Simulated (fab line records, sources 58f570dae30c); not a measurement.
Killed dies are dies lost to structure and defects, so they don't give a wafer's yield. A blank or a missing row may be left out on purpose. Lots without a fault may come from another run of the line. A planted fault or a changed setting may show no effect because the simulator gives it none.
Tool commonality check | flow berkeley_cmos170 | 14 lots, 42 wafers sampled

WHY IT WAS OPENED
At UCB170_V1_THK_MEAS_04 the reading V1_POLISHED_THK is flagged on 2 of 14 lots. Wafers without a fault read 999.7 nm, standard deviation 1.3.
Rule: a lot is flagged when every wafer of it that has a number lies more than 4 standard deviations from that mean, or none has a number. The other lots count as sound.

lot  | measured     | on            | V1_POLISHED_THK (nm), wafer by wafer | flag
L456 | day 8 04:12  | film_metro-01 | 1000.1 1000.2 999.8                  |
L457 | day 8 15:56  | film_metro-01 | 996.3 998.3 996.9                    |
L462 | day 9 11:21  | film_metro-01 | 998.2 1000.8 997.8                   |
L463 | day 9 21:35  | film_metro-01 | 999.9 1000.1 1000.1                  |
L465 | day 10 01:52 | film_metro-02 | 1002.3 999.4 1002.7                  |
L464 | day 10 01:57 | film_metro-04 | 999.0 997.0 998.0                    |
L466 | day 10 02:11 | film_metro-01 | 1000.6 998.1 1000.2                  |
L468 | day 10 02:16 | film_metro-02 | 998.0 998.6 996.7                    |
L472 | day 11 17:20 | film_metro-02 | 1329.3 1347.0 1346.2                 | FLAGGED
L473 | day 11 20:01 | film_metro-02 | 1341.6 1346.3 1349.6                 | FLAGGED
L476 | day 12 07:41 | film_metro-02 | 998.0 997.3 997.4                    |
L477 | day 12 09:18 | film_metro-04 | 1001.1 1000.5 999.8                  |
L478 | day 12 10:20 | film_metro-01 | 999.9 1000.6 1000.8                  |
L479 | day 13 11:34 | film_metro-01 | 998.6 999.3 1000.5                   |
The numbers of the flagged lots are 1343.3 nm on average: +343.6 nm against the usual, or +99 or more standard deviations.

WHICH TOOL RAN EACH LOT
The record holds 1 process step before the reading, out of a route of 331 steps. In each cell: the tool, then ch and the chambers that the sampled wafers went through, then the start.
lot  | flag    | UCB170_V1_CMP_02
L456 |         | cmp-02 ch 0,2,3, day 8 03:49
L457 |         | cmp-01 ch 0,3, day 8 15:29
L462 |         | cmp-02 ch 1,3, day 9 10:49
L463 |         | cmp-02 ch 0,1,2, day 9 21:09
L465 |         | cmp-02 ch 1,2,3, day 10 01:33
L464 |         | cmp-01 ch 1,2,3, day 10 01:41
L466 |         | cmp-02 ch 0,1,3, day 10 01:45
L468 |         | cmp-01 ch 0,2,3, day 10 01:50
L472 | FLAGGED | cmp-01 ch 0,1,3, day 11 17:01
L473 | FLAGGED | cmp-01 ch 2,3, day 11 19:35
L476 |         | cmp-02 ch 0,1, day 12 07:15
L477 |         | cmp-02 ch 1,2, day 12 08:53
L478 |         | cmp-02 ch 0,2,3, day 12 09:58
L479 |         | cmp-02 ch 0,2,3, day 13 11:08
What these steps do:
- UCB170_V1_CMP_02: polishes SiO2.
- UCB170_V1_THK_MEAS_04

FLAGGED OVER TOTAL, TOOL BY TOOL (the gauges that took the reading come last)
step                  | tool          | lots run | flagged | share of the flagged lots | sound lots run after its first flagged lot
UCB170_V1_CMP_02      | cmp-01        | 5        | 2       | all                       | 0
UCB170_V1_CMP_02      | cmp-02        | 9        | 0       | none                      | -
UCB170_V1_THK_MEAS_04 | film_metro-01 | 7        | 0       | none                      | -
UCB170_V1_THK_MEAS_04 | film_metro-02 | 5        | 2       | all                       | 1 (L476)
UCB170_V1_THK_MEAS_04 | film_metro-04 | 2        | 0       | none                      | -

WHAT THE TABLE ALLOWS
2 rows of the table ran every flagged lot: cmp-01 at UCB170_V1_CMP_02, film_metro-02 at UCB170_V1_THK_MEAS_04.
- cmp-01 at UCB170_V1_CMP_02: 2 of its 5 lots flagged. Its last sound lot is L468 (day 10 01:50), its first flagged lot L472 (day 11 17:01): a fault that began between those two fits.
- film_metro-02 at UCB170_V1_THK_MEAS_04: 2 of its 5 lots flagged. Sound lots ran on it after the first flagged one (L476), which a lasting fault on the whole tool wouldn't allow.
One tool is left: cmp-01 at UCB170_V1_CMP_02.

WHAT THE SIMULATOR HAD PUT IN
Process parameter drift: cmp-01, from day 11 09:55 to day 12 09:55, at UCB170_V1_CMP_02. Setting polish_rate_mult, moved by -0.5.
Lots struck among those shown: L472, L473. The rule above found the same.
